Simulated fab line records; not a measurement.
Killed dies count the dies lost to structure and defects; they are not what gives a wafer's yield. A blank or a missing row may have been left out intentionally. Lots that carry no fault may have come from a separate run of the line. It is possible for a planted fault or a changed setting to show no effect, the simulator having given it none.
The tool behind it: which one? || flow berkeley-cmos170 || Sampling: 7 lots, 21 wafers, 3 of 331 route steps

== WHAT EACH GAUGE READ, for each wafer ==
UCB170_SDANNEAL_RS_MEAS_03: uses a four-point probe to measure.
{"lot": "L651", "measured": "day 8 15:46", "on": "film-metro-03", "NSD_RS (ohm/sq)": "37.29 37.27 37.35"}
{"lot": "L655", "measured": "day 9 12:04", "on": "film-metro-02", "NSD_RS (ohm/sq)": "37.27 37.32 37.28"}
{"lot": "L658", "measured": "day 9 13:32", "on": "film-metro-01", "NSD_RS (ohm/sq)": "37.20 37.27 37.18"}
{"lot": "L659", "measured": "day 9 19:59", "on": "film-metro-01", "NSD_RS (ohm/sq)": "35.56 35.50 35.58"}
{"lot": "L666", "measured": "day 11 06:26", "on": "film-metro-01", "NSD_RS (ohm/sq)": "37.24 37.28 37.22"}
{"lot": "L668", "measured": "day 11 16:37", "on": "film-metro-02", "NSD_RS (ohm/sq)": "37.31 37.30 37.30"}
{"lot": "L673", "measured": "day 12 15:22", "on": "film-metro-02", "NSD_RS (ohm/sq)": "37.19 37.23 37.14"}

== TOOL THAT RAN EACH LOT (tool first, then ch and the chambers of the sampled wafers, then the start) ==
{"lot": "L651", "UCB170_NSD_IMPLANT_08": "implanter-02 ch 0, day 8 14:19", "UCB170_NSD_STRIP_09": "plasma-asher-02 ch 0,1, day 8 14:26"}
{"lot": "L655", "UCB170_NSD_IMPLANT_08": "implanter-02 ch 0, day 9 09:54", "UCB170_NSD_STRIP_09": "plasma-asher-03 ch 0,1, day 9 10:01"}
{"lot": "L658", "UCB170_NSD_IMPLANT_08": "implanter-03 ch 0, day 9 11:37", "UCB170_NSD_STRIP_09": "plasma-asher-01 ch 0,1, day 9 11:44"}
{"lot": "L659", "UCB170_NSD_IMPLANT_08": "implanter-02 ch 0, day 9 18:13", "UCB170_NSD_STRIP_09": "plasma-asher-02 ch 0,1, day 9 18:22"}
{"lot": "L666", "UCB170_NSD_IMPLANT_08": "implanter-04 ch 0, day 11 04:26", "UCB170_NSD_STRIP_09": "plasma-asher-03 ch 0,1, day 11 04:34"}
{"lot": "L668", "UCB170_NSD_IMPLANT_08": "implanter-03 ch 0, day 11 15:00", "UCB170_NSD_STRIP_09": "plasma-asher-02 ch 0,1, day 11 15:08"}
{"lot": "L673", "UCB170_NSD_IMPLANT_08": "implanter-04 ch 0, day 12 13:05", "UCB170_NSD_STRIP_09": "plasma-asher-02 ch 0,1, day 12 13:14"}
- UCB170_NSD_IMPLANT_08
- UCB170_NSD_STRIP_09: strips in O2.

== THE ANSWER, worked out from the rows above alone ==
Rule: the usual values come from the lots themselves. Put in order of their means at a reading, lots are off if they are a third of the lots or fewer, leave a main group of 4 or more, and stand apart from it by a gap of 3 or more times the standard deviation of the main group's means; of several such gaps the widest counts. A main group whose means are all the same, to the digits that the tables above print for the reading, isn't used. A lot without any number at a reading at which 4 lots or more have one is off too. All remaining lots with rows at the step are treated as sound.
Off: L659, seen at UCB170_SDANNEAL_RS_MEAS_03 (NSD_RS). Mean 37.26 ohm/sq and standard deviation 0.045 in the main group.
A tool fits if, at a process step before that reading, it ran every lot that is off, and no sound lot after the first of them. Those tools and the gauges at UCB170_SDANNEAL_RS_MEAS_03 are tried in the same way. One fits: implanter-02 at UCB170_NSD_IMPLANT_08. Its last sound lot is L655 (day 9 09:54), its first lot that is off L659 (day 9 18:13): a fault that began between those two fits.

== WHAT THE SIMULATOR HAD INSERTED ==
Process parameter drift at UCB170_NSD_IMPLANT_08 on implanter-02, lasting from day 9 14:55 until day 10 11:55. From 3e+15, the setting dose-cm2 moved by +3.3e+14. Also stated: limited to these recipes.
Struck lots among those shown: L659. The same result came from the rule above.
